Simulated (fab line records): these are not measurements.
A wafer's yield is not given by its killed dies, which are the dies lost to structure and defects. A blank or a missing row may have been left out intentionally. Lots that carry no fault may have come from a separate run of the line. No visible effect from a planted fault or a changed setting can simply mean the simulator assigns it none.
A lot that was struck, set against a sound lot | flow rit cmos | 30 steps out of a route of 202
Sound: the wafers L733.2, L733.3, L733.4. Struck: wafers L740.1, L740.2, L740.3. The cause is given at the end.
Per side, at each step with rows, come the tool, then ch with its chambers, and then its first start. Under that, the readings that differ: sound wafers | struck wafers | difference of the means | sigmas: that difference in standard deviations of wafers without a fault.
alike: a reading whose means differ by less than 2 such deviations, as well as words and numbers matching on both sides. not compared: withheld readings; readings where some wafer has no value; bounds like >300 that might hide an equal value; numbers whose values overlap and for which the record gives no deviation.
Wherever a step has rows on one side only, a row that says differs or no value, or a row with sigmas, the two part there. Numbers that don't overlap but have no deviation are shown without sigmas and don't part them. Lack of a reading on every wafer of one side parts them only where that side has two or more wafers.

RIT_FOX2_THK_MEAS_01:
  sound on film metro-04, day 4 22:45; struck on film metro-01, day 6 04:07
  alike: FOX2_OXIDE_THK
then, 2 steps without rows for these wafers: RIT_FOX2_CLEAN_02 (cleans in dHF, time 180 s); RIT_FOX2_WET_ETCH_03 (etches Si3N4 in H3PO4, target depth 195 nm, time 2700 s).
RIT_FOX2_THK_MEAS_90:
  sound on film metro-03, day 4 23:38; struck on film metro-04, day 6 05:04
  alike: FIELD_OXIDE_LEFT_1_THK
then, 6 steps without rows for these wafers: RIT_NWELL_HMDS_00 (prime time 60 s); RIT_NWELL_COAT_01 (resist thk 1300 nm); RIT_NWELL_SOFTBAKE_02 (time 60 s); RIT_NWELL_EXPOSE_03 (exposes mask M2, target cd 43900 nm); RIT_NWELL_PEB_04; RIT_NWELL_DEVELOP_05 (develop time 68 s).
RIT_NWELL_OVL_MEAS_06:
  sound on overlay-02, day 5 00:41; struck on overlay-01, day 6 06:07
  alike: NWELL_OVL
then, 1 step without rows for these wafers: RIT_NWELL_HARDBAKE_07 (time 120 s).
RIT_NWELL_IMPLANT_08:
  sound on implanter-03 ch 0, day 5 01:09; struck on implanter-02 ch 0, day 6 06:25
  reading            | sound           | struck         | difference | sigmas
  beam on s (s)      | 9.93 9.93 10.16 | 8.05 8.03 8.06 | -1.96      | -10
  faraday current uA | 160 160 157     | 197 196 196    | +37        | +12
RIT_NWELL_STRIP_09: strips in O2, time 180 s.
  sound on plasma asher-01 ch 0,1, day 5 01:17; struck on plasma asher-01 ch 0,1, day 6 06:34
  alike: drypump motor current A
  not compared: rf hours counter h
RIT_NWELL_TW_MEAS_10:
  sound on film metro-04, day 5 01:28; struck on film metro-04, day 6 06:44
  reading  | sound          | struck         | difference | sigmas
  NWELL_TW | 2135 2142 2138 | 1983 1970 1969 | -164       | -7
then, 6 steps without rows for these wafers: RIT_PWELL_HMDS_00 (prime time 60 s); RIT_PWELL_COAT_01 (resist thk 1300 nm); RIT_PWELL_SOFTBAKE_02 (time 60 s); RIT_PWELL_EXPOSE_03 (exposes mask M3, target cd 43700 nm); RIT_PWELL_PEB_04; RIT_PWELL_DEVELOP_05 (develop time 68 s).
RIT_PWELL_OVL_MEAS_06:
  sound on overlay-01, day 5 03:04; struck on overlay-01, day 6 07:48
  alike: PWELL_OVL
then, 2 steps without rows for these wafers: RIT_PWELL_HARDBAKE_07 (time 120 s); RIT_PWELL_IMPLANT_08.
RIT_PWELL_STRIP_09: strips in O2, time 180 s.
  sound on plasma asher-02 ch 0,1, day 5 03:59; struck on plasma asher-02 ch 0,1, day 6 08:14
  alike: drypump motor current A
  not compared: rf hours counter h
RIT_PWELL_TW_MEAS_10:
  sound on film metro-04, day 5 04:10; struck on film metro-04, day 6 08:25
  alike: PWELL_TW
then, 1 step without rows for these wafers: RIT_WELLDRIVE_ANNEAL_00 (time 14700 s).
RIT_WELLDRIVE_RS_MEAS_01: the measuring method here is four-point-probe.
  sound on film metro-04, day 5 10:35; struck on film metro-04, day 6 15:17
  reading           | sound             | struck            | difference | sigmas
  NWELL_RS (ohm/sq) | 275.2 275.9 276.1 | 314.7 315.3 315.3 | +39.4      | +53
RIT_WELLDRIVE_RS_MEAS_02: the measuring method here is four-point-probe.
  sound on film metro-04, day 5 10:42; struck on film metro-04, day 6 15:25
  alike: PWELL_RS
RIT_M1_PROBE_99:
  sound on prober-01, day 7 04:43; struck on prober-01, day 7 23:20
  reading                                 | sound                | struck               | difference | sigmas
  model.etest.pmos_0p3.r on ohm um        | 6375 6267 6305       | 6092 6056 6130       | -223       |
  model.etest.nwell pinched.rs ohm sq     | 333.2 334 335.9      | 394.4 385.1 384.3    | +53.6      |
  model.etest.well edge right.line ohm um | 183.9 180.9 182.2    | 211.7 214.2 214.1    | +31.0      |
  model.etest.well edge left.line ohm um  | 179.8 181.7 183.4    | 207.7 211.6 210.8    | +28.4      |
  model.etest.pmos_0p15.drive ua um       | 246.1 250.9 246.6    | 269.9 274.8 274.4    | +25.2      |
  model.etest.pmos_0p3.drive ua um        | 98.47 101.9 99.05    | 109.2 108.8 106.6    | +8.4       |
  model.etest.field p metal.vt v (V)      | -30.2 -29.91 -30.5   | -29.25 -29.47 -29.58 | +0.77      |
  model.etest.field p.vt v (V)            | -13.07 -13.05 -13.04 | -12.72 -12.63 -12.49 | +0.44      |
  alike: killed at contacts, killed at front end, killed dies, killed open, killed short

WHERE THEY PART
At RIT_NWELL_IMPLANT_08 first; at RIT_WELLDRIVE_RS_MEAS_01 last (within this record only). Later steps at which nothing parts them and some readings are alike: RIT_WELLDRIVE_RS_MEAS_02, RIT_M1_PROBE_99.

WHY: what had been put in by the simulator
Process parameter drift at RIT_NWELL_IMPLANT_08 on implanter-02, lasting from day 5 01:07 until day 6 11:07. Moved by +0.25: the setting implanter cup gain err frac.
